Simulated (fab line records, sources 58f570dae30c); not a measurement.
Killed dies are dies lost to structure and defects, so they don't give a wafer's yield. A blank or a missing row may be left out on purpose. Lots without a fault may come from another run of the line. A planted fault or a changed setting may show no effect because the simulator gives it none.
Which tool did it? | flow berkeley_cmos170 | 15 lots, 45 wafers sampled, at 5 steps of a route of 331

WHAT THE GAUGES READ, wafer by wafer
UCB170_NWELL_OVL_MEAS_12.
lot  | measured    | on         | NWELL_OVL (nm)
L316 | day 2 01:02 | overlay-01 | 4 6 -4
L317 | day 2 06:20 | overlay-02 | 4 10 -2
L318 | day 2 15:18 | overlay-01 | -5 -3 -3
L319 | day 3 01:49 | overlay-02 | -6 -3 -5
L320 | day 3 02:04 | overlay-02 | 3 3 -4
L322 | day 3 16:35 | overlay-02 | -9 -5 -9
L325 | day 4 00:52 | overlay-02 | -10 -7 -14
L324 | day 4 01:00 | overlay-02 | -6 -12 6
L329 | day 5 04:23 | overlay-01 | -2 -2 -4
L331 | day 5 09:10 | overlay-02 | -2 3 7
L334 | day 5 21:21 | overlay-01 | -2 -2 -3
L336 | day 6 11:50 | overlay-02 | 2 1 1
L337 | day 6 18:03 | overlay-01 | 0 -4 -3
L338 | day 6 22:30 | overlay-02 | 3 3 3
L339 | day 7 05:23 | overlay-01 | -5 -3 3

UCB170_PWELL_TW_MEAS_17.
lot  | measured    | on            | PWELL_TW
L316 | day 2 19:37 | film_metro-02 | 378 376 377
L317 | day 3 01:23 | film_metro-01 | 379 378 377
L318 | day 3 12:34 | film_metro-02 | 379 378 379
L319 | day 3 18:33 | film_metro-04 | 319 320 320
L320 | day 3 18:19 | film_metro-02 | 316 316 316
L322 | day 4 09:12 | film_metro-02 | 375 378 375
L325 | day 4 22:11 | film_metro-04 | 323 321 321
L324 | day 4 22:27 | film_metro-04 | 385 384 388
L329 | day 5 21:04 | film_metro-02 | 377 375 375
L331 | day 6 00:38 | film_metro-02 | 375 377 376
L334 | day 6 15:13 | film_metro-02 | 376 377 376
L336 | day 7 03:40 | film_metro-02 | 378 379 380
L337 | day 7 09:46 | film_metro-01 | 375 376 378
L338 | day 7 15:21 | film_metro-01 | 378 377 379
L339 | day 7 23:53 | film_metro-02 | 380 379 381

UCB170_ACTIVE_OVL_MEAS_14.
lot  | measured    | on         | ACTIVE_OVL (nm)
L316 | day 3 22:32 | overlay-01 | 6 12 4
L317 | day 4 03:26 | overlay-01 | 0 0 4
L318 | day 4 22:29 | overlay-01 | 5 0 -1
L319 | day 5 01:11 | overlay-02 | -6 -6 -3
L320 | day 5 01:28 | overlay-01 | -3 2 2
L322 | day 5 13:18 | overlay-02 | -3 -2 1
L325 | day 5 22:45 | overlay-02 | -3 -2 2
L324 | day 5 22:16 | overlay-01 | 0 3 -3
L329 | day 7 00:53 | overlay-01 | 0 -2 2
L331 | day 7 07:16 | overlay-01 | 8 -1 0
L334 | day 7 19:35 | overlay-01 | 2 0 9
L336 | day 8 09:14 | overlay-01 | 0 1 -2
L337 | day 8 19:51 | overlay-02 | 3 8 1
L338 | day 9 04:44 | overlay-02 | 6 3 0
L339 | day 9 11:31 | overlay-02 | 2 -3 6

UCB170_PFIELD_TW_MEAS_09.
lot  | measured    | on            | PFIELD_TW
L316 | day 4 00:53 | film_metro-03 | 609 608 612
L317 | day 4 07:23 | film_metro-04 | 611 614 609
L318 | day 5 00:22 | film_metro-04 | 610 609 603
L319 | day 5 03:01 | film_metro-02 | 597 596 594
L320 | day 5 03:17 | film_metro-02 | 597 598 598
L322 | day 5 15:38 | film_metro-04 | 605 608 610
L325 | day 6 01:23 | film_metro-03 | 603 609 609
L324 | day 6 00:49 | film_metro-03 | 608 607 608
L329 | day 7 02:33 | film_metro-03 | 603 607 607
L331 | day 7 09:38 | film_metro-04 | 611 607 609
L334 | day 7 21:22 | film_metro-03 | 604 606 602
L336 | day 8 13:38 | film_metro-03 | 609 608 606
L337 | day 8 21:44 | film_metro-03 | 609 611 611
L338 | day 9 06:31 | film_metro-04 | 615 613 611
L339 | day 9 14:46 | film_metro-02 | 604 603 603

WHICH TOOL RAN EACH LOT (tool, then ch and the chambers of the sampled wafers, then the start)
lot  | UCB170_PWELL_IMPLANT_15
L316 | implanter-02 ch 0, day 2 19:23
L317 | implanter-04 ch 0, day 3 01:10
L318 | implanter-03 ch 0, day 3 12:20
L319 | implanter-03 ch 0, day 3 18:18
L320 | implanter-03 ch 0, day 3 18:04
L322 | implanter-04 ch 0, day 4 08:56
L325 | implanter-03 ch 0, day 4 21:58
L324 | implanter-02 ch 0, day 4 22:12
L329 | implanter-02 ch 0, day 5 20:50
L331 | implanter-04 ch 0, day 6 00:23
L334 | implanter-02 ch 0, day 6 14:59
L336 | implanter-02 ch 0, day 7 03:25
L337 | implanter-03 ch 0, day 7 09:31
L338 | implanter-03 ch 0, day 7 15:08
L339 | implanter-03 ch 0, day 7 23:38
- UCB170_PWELL_IMPLANT_15

WHAT THE TOOLS THEMSELVES READ (means of the sampled wafers that have a number; where no wafer has one, the mark that the record gives instead)
UCB170_PWELL_IMPLANT_15.
lot  | tool         | dose_ions_cm2 | faraday_current_uA
L316 | implanter-02 | 4.997e+12     | 15.7
L317 | implanter-04 | 5.003e+12     | 16.1
L318 | implanter-03 | 5.003e+12     | 15.6
L319 | implanter-03 | 2.753e+12     | 8.6
L320 | implanter-03 | 2.752e+12     | 8.7
L322 | implanter-04 | 5.005e+12     | 15.7
L325 | implanter-03 | 2.749e+12     | 8.8
L324 | implanter-02 | 5.001e+12     | 16.0
L329 | implanter-02 | 5.005e+12     | 15.8
L331 | implanter-04 | 5.003e+12     | 15.9
L334 | implanter-02 | 5.000e+12     | 15.6
L336 | implanter-02 | 5.004e+12     | 15.5
L337 | implanter-03 | 5.004e+12     | 15.7
L338 | implanter-03 | 5.001e+12     | 16.1
L339 | implanter-03 | 5.004e+12     | 16.1

THE ANSWER, worked out from the rows above alone
Rule: what is usual is taken from the lots themselves. Put in order of their means at a reading, lots are off if they are a third of the lots or fewer, leave a main group of 4 or more, and stand apart from it by a gap of 3 or more times the standard deviation of the main group's means; of several such gaps the widest counts. A main group whose means are all the same, to the digits that the tables above print for the reading, isn't used. A lot without any number at a reading at which 4 lots or more have one is off too. The other lots that the step has rows for count as sound. The gauges are gone through in route order, then the tools' own readings, and for those a lot's mean is taken as printed above. The first step at which some lot is off is used, and at that step the reading that is off furthest; a lot without a number counts as furthest.
Off: L319, L320, L325, at UCB170_PWELL_TW_MEAS_17 (PWELL_TW). The main group: mean 378, standard deviation 2.6.
A tool fits if, at a process step before that reading, it ran every lot that is off, and no sound lot after the first of them. The gauges at UCB170_PWELL_TW_MEAS_17 aren't tried: what is off there is off at UCB170_PWELL_IMPLANT_15 too, on other tools, and a gauge's error can't cause that. None of those tried fits.

WHAT THE SIMULATOR HAD PUT IN
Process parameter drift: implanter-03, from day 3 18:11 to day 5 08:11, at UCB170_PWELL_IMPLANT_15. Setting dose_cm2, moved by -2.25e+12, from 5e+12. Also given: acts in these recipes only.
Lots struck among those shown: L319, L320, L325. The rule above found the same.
